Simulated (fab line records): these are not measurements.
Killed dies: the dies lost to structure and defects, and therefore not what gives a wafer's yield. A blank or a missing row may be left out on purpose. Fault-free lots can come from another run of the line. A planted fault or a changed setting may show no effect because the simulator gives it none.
Split-lot experiment | flow berkeley_cmos170 | 23 wafers read from 5 lots, route of 331 steps

== SPLIT DETAILS ==
At UCB170_NWELL_OXIDATION_01 (target thk 26.4 nm, ox time 1260 s), the setting temp_c was moved away from the recipe's 1000 C on 10 of the 23 wafers read, by -2.2% to +1.1%. All remaining wafers had this setting at the recipe value.

There is no step in the file separating the split from the reading.

== THE READING ==
NWELL_OXIDE_THK in nanometres, read at UCB170_NWELL_THK_MEAS_02. Fault-free wafers of this fab line usually give 26.0 nm, standard deviation 0.44 nm.

wafer  | tool, chamber at the split | temp_c as run, C | against the recipe | NWELL_OXIDE_THK, nm | against lot-mates on the recipe
L076.1 | -, -                       | 1000             | recipe             | 27.3                | -
L076.2 | -, -                       | 1000             | recipe             | 26.8                | -
L076.3 | -, -                       | 1000             | recipe             | 26.9                | -
L076.5 | -, -                       | 1000             | recipe             | 26.8                | -
L076.6 | -, -                       | 1000             | recipe             | 27.1                | -
L077.1 | -, -                       | 978.1            | -2.2%              | 21.3                | no lot-mate on the recipe
L077.2 | -, -                       | 978.1            | -2.2%              | 20.4                | no lot-mate on the recipe
L077.4 | -, -                       | 978.1            | -2.2%              | 20.4                | no lot-mate on the recipe
L077.5 | -, -                       | 978.1            | -2.2%              | 21.1                | no lot-mate on the recipe
L077.6 | -, -                       | 978.1            | -2.2%              | 20.9                | no lot-mate on the recipe
L078.2 | -, -                       | 1011             | +1.1%              | 28.5                | no lot-mate on the recipe
L078.3 | -, -                       | 1011             | +1.1%              | 28.6                | no lot-mate on the recipe
L078.4 | -, -                       | 1011             | +1.1%              | 28.6                | no lot-mate on the recipe
L078.5 | -, -                       | 1011             | +1.1%              | 28.4                | no lot-mate on the recipe
L078.6 | -, -                       | 1011             | +1.1%              | 29.0                | no lot-mate on the recipe
L081.2 | -, -                       | 1000             | recipe             | 25.5                | -
L081.3 | -, -                       | 1000             | recipe             | 26.0                | -
L081.4 | -, -                       | 1000             | recipe             | 25.8                | -
L081.5 | -, -                       | 1000             | recipe             | 25.6                | -
L081.6 | -, -                       | 1000             | recipe             | 25.2                | -
L084.3 | furnace-01, 0              | 1000             | recipe             | 25.9                | -
L084.5 | furnace-01, 0              | 1000             | recipe             | 25.8                | -
L084.6 | furnace-01, 0              | 1000             | recipe             | 25.5                | -

FIT RESULTS
A straight line over all 23 wafers: NWELL_OXIDE_THK changes by +2.39 nm for each +1% of temp_c; r = +0.98; the points scatter about the line by 0.58 nm.
Too few moved wafers with a lot-mate on the recipe to fit a line net of each lot's own level.

== THE WHOLE CHAIN: every reading that the file lists as answering this split, in the file's order ==
step                      | what it does                       | reading                                                                            | change (the file's fit)              | r (the file's)
UCB170_NWELL_OXIDATION_01 | target thk 26.4 nm, ox time 1260 s | SiO2_of_NWELL_OXIDATION_01.thk_nm (the simulator's own value, which no gauge read) | +2.37 nm for each +1% of the setting | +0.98
UCB170_NWELL_THK_MEAS_02  |                                    | NWELL_OXIDE_THK                                                                    | +2.38 for each +1% of the setting    | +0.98

== FILE'S OWN FIT ==
NWELL_OXIDE_THK changes by +2.38 nm for each +1% of temp_c, r = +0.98.
